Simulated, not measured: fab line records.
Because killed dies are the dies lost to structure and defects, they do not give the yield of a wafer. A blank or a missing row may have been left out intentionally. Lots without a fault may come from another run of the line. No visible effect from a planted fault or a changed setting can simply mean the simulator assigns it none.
Struck lot and sound lot, side by side / flow ritCmos / 16 steps out of a route of 202
Sound: these wafers, L362.1, L362.2, L362.3. Wafers L358.1, L358.3, L358.4 were the ones struck. At the end, the cause is stated.
For every step that has rows: the tool of each side, followed by ch and its chambers, followed by its first start. Under that, the readings that differ: sound wafers / struck wafers / difference of the means / sigmas: that difference in standard deviations of wafers without a fault.
alike: a reading whose means differ by less than 2 such deviations, as well as words and numbers matching on both sides. not compared: withheld readings; readings where some wafer has no value; bounds like >300 that might hide an equal value; numbers whose values overlap and for which the record gives no deviation.
A row with sigmas, a row that says differs or no value, or rows on one side alone: a step with any of these is where the two part. When numbers do not overlap yet have no deviation, they are printed without sigmas and do not part them. Lack of a reading on every wafer of one side parts them only where that side has two or more wafers.

first, 1 step without rows for these wafers: RIT_CONTACT_CLEAN_14 (cleans in SC2, time 600 s).
RIT_M1_SPUTTER_00: material Al, target thk 400 nm, time 500 s.
  sound on pvdSputter-04 at day 8 01:46; struck on pvdSputter-04 at day 7 04:27
  alike: substrateTempC, throttleValvePct
RIT_M1_RS_MEAS_01: a four-point-probe measurement.
  sound on filmMetro-04 at day 8 02:04; struck on filmMetro-02 at day 7 04:44
  alike: M1_AL_RS
RIT_M1_THK_MEAS_02: measures by xrf.
  sound on filmMetro-04 at day 8 02:11; struck on filmMetro-02 at day 7 04:52
  alike: M1_AL_THK
then, 6 steps without rows for these wafers: RIT_M1_HMDS_03 (prime time 60 s); RIT_M1_COAT_04 (resist thk 1300 nm); RIT_M1_SOFTBAKE_05 (time 60 s); RIT_M1_EXPOSE_06 (exposes mask M12, target cd 2600 nm); RIT_M1_PEB_07; RIT_M1_DEVELOP_08 (develop time 68 s).
RIT_M1_CD_MEAS_09 targets a cd of 2600 nm.
  sound on cdSem-02 at day 8 03:14; struck on cdSem-01 at day 7 05:53
reading=cdNm (nm); sound=2604.9 2602.8 2605.5; struck=2598.9 2598.0 2596.2; difference=-6.7; sigmas=-3
RIT_M1_OVL_MEAS_10:
  sound on overlay-02 at day 8 03:22; struck on overlay-02 at day 7 06:01
  alike: M1_OVL
RIT_M1_HARDBAKE_11: time 120 s.
  sound on lithoTrack-01 ch 0, day 8 03:24; struck on lithoTrack-04 ch 0, day 7 06:03
reading=heaterPowerTotalW (W); sound=52.00 52.09 52.03; struck=49.37 49.37 49.49; difference=-2.63; sigmas=-45
reading=plateTempC (C); sound=140.03 140.09 140.13; struck=134.61 134.37 134.47; difference=-5.60; sigmas=-33
reading=model.NOVOLAK_of_M1_COAT_04.thkNm (nm); sound=1140 1136 1138; struck=1146 1142 1147; difference=+7; sigmas=
RIT_M1_METAL_ETCH_12: etches Al in Cl2/BCl3, stops on SiO2, time 165 s, target depth 600 nm.
  sound on rieMetal-02 ch 0,1, day 8 03:39; struck on rieMetal-04 ch 0,1, day 7 06:18
reading=model.NOVOLAK_of_M1_COAT_04.thkNm (nm); sound=817.7 814.8 815.7; struck=823.4 818.8 818.3; difference=+4.1; sigmas=
  alike: drypumpMotorCurrentA, heBacksideLeakSccm, oesProductAu, throttleValvePct
  not compared: rfHoursCounterH
then, 1 step without rows for these wafers: RIT_M1_STRIP_13 (strips in nmp, time 600 s).
RIT_M1_PROBE_99:
  sound on prober-01 at day 8 06:08; struck on prober-01 at day 7 08:34
  alike: defectLimitedYield, killed_at_M0_to_M3, killedAtFrontEnd, killedDies, killedOnRim, killedOpen, killedShort, sort_bin_3_pad_short, sort_bin_5_function, sort_bin_6_memory, sortNPass, sortYieldPct

WHERE THEY PART
Earliest at RIT_M1_CD_MEAS_09; latest, in this record, at RIT_M1_HARDBAKE_11. Later steps at which nothing parts them and some readings are alike: RIT_M1_METAL_ETCH_12, RIT_M1_PROBE_99.

WHY: the cause the simulator had injected
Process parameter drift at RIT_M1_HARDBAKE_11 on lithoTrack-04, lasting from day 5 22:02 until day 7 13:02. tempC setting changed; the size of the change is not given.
